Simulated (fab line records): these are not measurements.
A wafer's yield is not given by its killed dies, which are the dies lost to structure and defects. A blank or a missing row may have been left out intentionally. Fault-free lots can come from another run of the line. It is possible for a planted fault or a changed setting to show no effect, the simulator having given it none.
8D (eight disciplines) problem report, filled in by code ; flow rit-cmos ; the parts of the form that need people (team, actions taken, sign-off) are left out

== 1. PROBLEM STATEMENT ==
Across 6 wafers from 2 lots, ACTIVE_NITRIDE_THK at RIT_ACTIVE_THK_MEAS_04 averages 130.6 nm, while fault-free wafers read 150.4 nm with a standard deviation of 1.9. That puts it -10 standard deviations away from the usual mean.
The first sign was on wafer L689.1 at day 2 14:32, on film-metro-04. Wafers with a number at this step in the record: 42, from 14 lots. The rule behind "out" and "out of limits": a value lying over 4 standard deviations away from the usual mean. The other wafers with a number count as sound.

== 2. WHAT IT IS AND WHAT IT IS NOT ==
question;is;is not
which readings at this step;ACTIVE_NITRIDE_THK;-
which lots;L689, L691;L684, L685, L686, L688, L696, L699, L700, L703, L704, L705, L706, L707
which wafers of those lots;all that have a number;-
read on which gauges;film-metro-04;film-metro-02, film-metro-03
when;from day 2 14:32;"up to then (12 sound wafers); but 24 sound wafers of L696, L699, L700, L703, L704, L705, L706, L707 came after"

== 3. SUSPECTS, AND WHAT RULES EACH OUT ==
Counting: a tool at any process step up to the reading remains a suspect when it ran all the lots that are out and ran no sound lot after the first of those.
- the gauge at RIT_ACTIVE_THK_MEAS_04 is ruled out. All the wafers that are out were read on film-metro-04, but those of them that RIT_ACTIVE_CVD_03 has rows for are out there too, on other tools.
- lpcvd-01 at RIT_ACTIVE_CVD_03 (deposits Si3N4 from SiH2Cl2/NH3, target thk 150 nm, time 1500 s): ruled out as a lasting fault. Following L689 (day 2 13:07), the first lot on it that is out, the sound lots L704, L705, L706, L707 were run on it.
Left after counting: nothing in the record.

== 4. THE CAUSE (what the simulator had put in) ==
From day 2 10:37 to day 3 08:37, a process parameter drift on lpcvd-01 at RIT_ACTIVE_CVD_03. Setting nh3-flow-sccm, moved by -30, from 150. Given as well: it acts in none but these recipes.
It was ruled out by counting, in error; the rule expects a fault to strike all lots run on its tool from its start on, and this fault did not.

== 5. THE CHAIN OF EFFECTS, in route order ==
Rows list readings where the struck wafers' mean (over those with a number) sits beyond 3 standard deviations from the usual. Readings are gone through only where the record gives a usual standard deviation; hours: the median, over the lots, of the time from a lot's start at the first step in this table giving one to that lot's start at this step; sigmas: the change measured in usual standard deviations.
hours;step;reading;usual;on struck wafers;change;sigmas
0;RIT_ACTIVE_CVD_03;nh3-flow-sccm;150.0 sccm;120.1;-29.9;-66
1;RIT_ACTIVE_THK_MEAS_04;ACTIVE_NITRIDE_THK;150.4 nm;130.6;-19.8;-10
3;RIT_ACTIVE_ETCH_13;oes-product-au;0.813 a.u.;0.756;-0.057;-5.2
It contains these process steps:
- RIT_ACTIVE_CVD_03: deposits Si3N4 from SiH2Cl2/NH3, target thk 150 nm, time 1500 s.
- RIT_ACTIVE_ETCH_13: etches Si3N4 in SF6, stops on SiO2, time 210 s, target depth 210 nm.

== 6. WHAT WOULD HAVE CAUGHT IT SOONER ==
Counted from the fault's start at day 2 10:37, it took 4 hours until the first out-of-limits reading at a measuring or inspecting step in this record, taken at day 2 14:32.
At RIT_ACTIVE_CVD_03, the tool's own readings (nh3-flow-sccm) were out on each struck wafer the step has a row for, so an alarm limit on them would have fired on the first such wafer.
